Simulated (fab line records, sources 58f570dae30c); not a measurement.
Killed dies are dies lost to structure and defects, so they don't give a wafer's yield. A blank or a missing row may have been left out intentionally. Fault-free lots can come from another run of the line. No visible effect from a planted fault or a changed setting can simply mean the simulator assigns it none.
A lot that was struck, set against a sound lot + flow berkeley-cmos170 + 15 steps out of a route of 331
Sound: the wafers L701.1, L701.2, L701.3. Wafers struck: L692.2, L692.3, L692.4. The cause is given at the end.
Order at every step that has rows: each side's tool, ch and its chambers, its first start. Under that, the readings that differ: sound wafers + struck wafers + difference of the means + sigmas: that difference in standard deviations of wafers without a fault.
alike: a reading whose means differ by less than 2 such deviations, as well as words and numbers matching on both sides. not compared: withheld readings; readings where some wafer has no value; bounds like >300 that might hide an equal value; numbers whose values overlap and for which the record gives no deviation.
Wherever a step has rows on one side only, a row that says differs or no value, or a row with sigmas, the two part there. Numbers that don't overlap but have no deviation are shown without sigmas and don't part them. A reading missing from all wafers of one side parts the sides only when that side holds two or more wafers.

UCB170_V2_CD_MEAS_12 targets a cd of 700 nm.
  sound: cd-sem-02 at day 10 14:08; struck: cd-sem-01 at day 8 20:17
  alike: cd-nm
UCB170_V2_OVL_MEAS_13:
  sound: overlay-02 at day 10 14:16; struck: overlay-01 at day 8 20:25
  alike: V2_OVL
UCB170_V2_ETCH_14: etches SiO2 in CHF3/CF4/Ar, stops on Al, target depth 1250 nm, time 291 s.
  sound on rie-diel-02 ch 0,1,3, day 10 14:18; struck on rie-diel-01 ch 0,2,3, day 8 20:26
  alike: chamber-pressure-mTorr, drypump-motor-current-A, oes-product-au, throttle-valve-pct
  not compared: rf-hours-counter-h
UCB170_V2_STRIP_15: strips in O2.
  sound on plasma-asher-02 ch 0,1, day 10 14:29; struck on plasma-asher-03 ch 0,1, day 8 20:37
  alike: chamber-pressure-mTorr, drypump-motor-current-A, oes-product-au, strip-time-to-endpoint-s
  not compared: rf-hours-counter-h
UCB170_V2_CD_MEAS_90 targets a cd of 700 nm.
  sound: cd-sem-02 at day 10 14:35; struck: cd-sem-02 at day 8 20:44
  alike: cd-nm
then, 1 step without rows for these wafers: UCB170_M3_PRE_CLEAN_00 (preclean etch time 60 s).
UCB170_M3_SPUTTER_01: material Al, target thk 900 nm, time 123.8 s.
  sound: pvd-sputter-02 at day 10 14:46; struck: pvd-sputter-02 at day 8 20:55
  alike: chamber-pressure-pa, throttle-valve-pct
UCB170_M3_RS_MEAS_02: measurement is done with a four-point probe.
  sound: film-metro-01 at day 10 14:51; struck: film-metro-04 at day 8 21:01
  alike: M3_AL_RS
UCB170_M3_THK_MEAS_03: measures by xrf.
  sound: film-metro-01 at day 10 14:58; struck: film-metro-04 at day 8 21:07
  alike: M3_AL_THK
then, 3 steps without rows for these wafers: UCB170_M3_HMDS_04 (prime time 60 s); UCB170_M3_COAT_05 (resist thk 900 nm); UCB170_M3_SOFTBAKE_06 (time 60 s).
UCB170_M3_STRIP_07: strips in O2.
  sound on plasma-asher-04 ch 0,1, day 10 15:29; struck on plasma-asher-02 ch 0,1, day 8 21:37
  no value came back on the struck wafers for chamber-pressure-mTorr (mTorr), drypump-motor-current-A (A), oes-product-au (a.u.), strip-time-to-endpoint-s (s); on the sound wafers chamber-pressure-mTorr (mTorr) reads 3494 3496 3500
| reading                             | sound | struck        | difference | sigmas |
|-------------------------------------|-------|---------------|------------|--------|
| model.KrF_of_M3_COAT_05.thk-nm (nm) | 0 0 0 | 900.7 901 903 | +901.6     |        |
  not compared: rf-hours-counter-h
then, 1 step without rows for these wafers: UCB170_M3_STRIP_08 (strips KrF in DMSO, time 600 s).
UCB170_M3_PROBE_99:
  the record holds rows for the sound wafers here (prober-02, day 10 17:19) but none for the struck ones

WHERE THEY PART
Earliest at UCB170_M3_STRIP_07; latest, in this record, at UCB170_M3_PROBE_99.

WHY: what the simulator had put in
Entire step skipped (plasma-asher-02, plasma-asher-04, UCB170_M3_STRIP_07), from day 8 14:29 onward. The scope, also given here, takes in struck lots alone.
